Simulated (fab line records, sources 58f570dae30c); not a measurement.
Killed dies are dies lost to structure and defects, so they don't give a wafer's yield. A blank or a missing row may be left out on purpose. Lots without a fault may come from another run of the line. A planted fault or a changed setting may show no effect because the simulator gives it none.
A struck lot beside a sound one | flow berkeley_cmos170 | 27 steps out of a route of 331
Sound: wafers L202.2, L202.3, L202.4. Struck: wafers L195.1, L195.3, L195.4. The cause comes at the end.
At each step with rows: each side's tool, then ch and its chambers, then its first start. Under that, the readings that differ: sound wafers | struck wafers | difference of the means | sigmas: that difference in standard deviations of wafers without a fault.
alike: readings whose means differ by less than 2 such deviations, and words and numbers that are the same on both sides. not compared: withheld readings, readings that some wafer has no value for, bounds like >300 that may hide the same value, and numbers for which the record gives no deviation and whose values overlap.
The two part at a step that has a row with sigmas, a row that says differs or no value, or rows on one side only. Numbers that don't overlap but have no deviation are shown without sigmas and don't part them. A reading that every wafer of one side lacks parts them only if that side has two wafers or more.

UCB170_SPACER_THK_MEAS_01:
  sound on film_metro-01, day 11 13:16; struck on film_metro-01, day 10 02:39
  alike: SPACER_TEOS_THK
then, 1 step without rows for these wafers: UCB170_SPACER_ANNEAL_02 (time 1800 s).
UCB170_SPACER_ETCHBACK_03: etches SiO2 in CHF3/CF4/Ar, stops on Si, target depth 376 nm, time 100 s.
  sound on rie_diel-02 ch 0,1,3, day 11 19:38; struck on rie_diel-04 ch 1,2,3, day 10 12:04
  alike: cf4_flow_sccm, drypump_motor_current_A, oes_product_au, throttle_valve_pct
  not compared: rf_hours_counter_h
then, 6 steps without rows for these wafers: UCB170_PSD_HMDS_00 (prime time 60 s); UCB170_PSD_COAT_01 (resist thk 900 nm); UCB170_PSD_SOFTBAKE_02 (time 60 s); UCB170_PSD_EXPOSE_03 (exposes mask PSELECT MOD, target cd 1200 nm); UCB170_PSD_PEB_04; UCB170_PSD_DEVELOP_05 (develop time 45 s).
UCB170_PSD_CD_MEAS_06: target cd 1200 nm.
  sound on cd_sem-02, day 11 20:47; struck on cd_sem-02, day 10 13:29
  alike: cd_nm
UCB170_PSD_OVL_MEAS_07:
  sound on overlay-02, day 11 20:53; struck on overlay-01, day 10 13:37
  alike: PSD_OVL
then, 1 step without rows for these wafers: UCB170_PSD_IMPLANT_08.
UCB170_PSD_STRIP_09: strips in O2.
  sound on plasma_asher-03 ch 0,1, day 11 21:04; struck on plasma_asher-02 ch 0,1, day 10 13:48
  no value came back on the struck wafers for chamber_pressure_mTorr (mTorr), drypump_motor_current_A (A), oes_product_au (a.u.), strip_time_to_endpoint_s (s); on the sound wafers chamber_pressure_mTorr (mTorr) reads 3503 3508 3497
  reading                              | sound | struck          | difference | sigmas
  model.KrF_of_PSD_COAT_01.thk_nm (nm) | 0 0 0 | 888.9 890.3 888 | +889.1     |
  not compared: rf_hours_counter_h
UCB170_PSD_TW_MEAS_10:
  sound on film_metro-02, day 11 21:11; struck on film_metro-04, day 10 13:54
  alike: PSD_TW
then, 7 steps without rows for these wafers: UCB170_PSD_CLEAN_11 (cleans in SPM, time 600 s); UCB170_NSD_HMDS_00 (prime time 60 s); UCB170_NSD_COAT_01 (resist thk 900 nm); UCB170_NSD_SOFTBAKE_02 (time 60 s); UCB170_NSD_EXPOSE_03 (exposes mask NSELECT MOD, target cd 1200 nm); UCB170_NSD_PEB_04; UCB170_NSD_DEVELOP_05 (develop time 45 s).
UCB170_NSD_CD_MEAS_06: target cd 1200 nm.
  sound on cd_sem-01, day 11 22:38; struck on cd_sem-02, day 10 15:35
  reading    | sound                | struck               | difference | sigmas
  cd_nm (nm) | 1197.9 1197.5 1197.4 | 1200.7 1200.9 1200.9 | +3.2       | +2
UCB170_NSD_OVL_MEAS_07:
  sound on overlay-01, day 11 22:44; struck on overlay-02, day 10 15:42
  alike: NSD_OVL
then, 1 step without rows for these wafers: UCB170_NSD_IMPLANT_08.
UCB170_NSD_STRIP_09: strips in O2.
  sound on plasma_asher-02 ch 0,1, day 11 22:55; struck on plasma_asher-01 ch 0,1, day 10 15:53
  reading                      | sound             | struck            | difference | sigmas
  drypump_motor_current_A (A)  | 5.4 5.4 5.2       | 6.5 6.5 6.3       | +1.1       | +2
  oes_product_au (a.u.)        | 0.536 0.537 0.532 | 0.617 0.618 0.613 | +0.081     | +18
  strip_time_to_endpoint_s (s) | 35.80 35.78 35.68 | 62.13 62.17 62.06 | +26.37     | +99 or more
  alike: chamber_pressure_mTorr
  not compared: rf_hours_counter_h
UCB170_NSD_TW_MEAS_10:
  sound on film_metro-04, day 11 23:02; struck on film_metro-04, day 10 16:13
  reading | sound          | struck   | difference | sigmas
  NSD_TW  | 4213 4253 4223 | 30 30 30 | -4200      | -98
  not compared: hold
then, 1 step without rows for these wafers: UCB170_M3_PROBE_99.

WHERE THEY PART
First at UCB170_PSD_STRIP_09; last, within this record, at UCB170_NSD_TW_MEAS_10.

WHY: what the simulator had put in
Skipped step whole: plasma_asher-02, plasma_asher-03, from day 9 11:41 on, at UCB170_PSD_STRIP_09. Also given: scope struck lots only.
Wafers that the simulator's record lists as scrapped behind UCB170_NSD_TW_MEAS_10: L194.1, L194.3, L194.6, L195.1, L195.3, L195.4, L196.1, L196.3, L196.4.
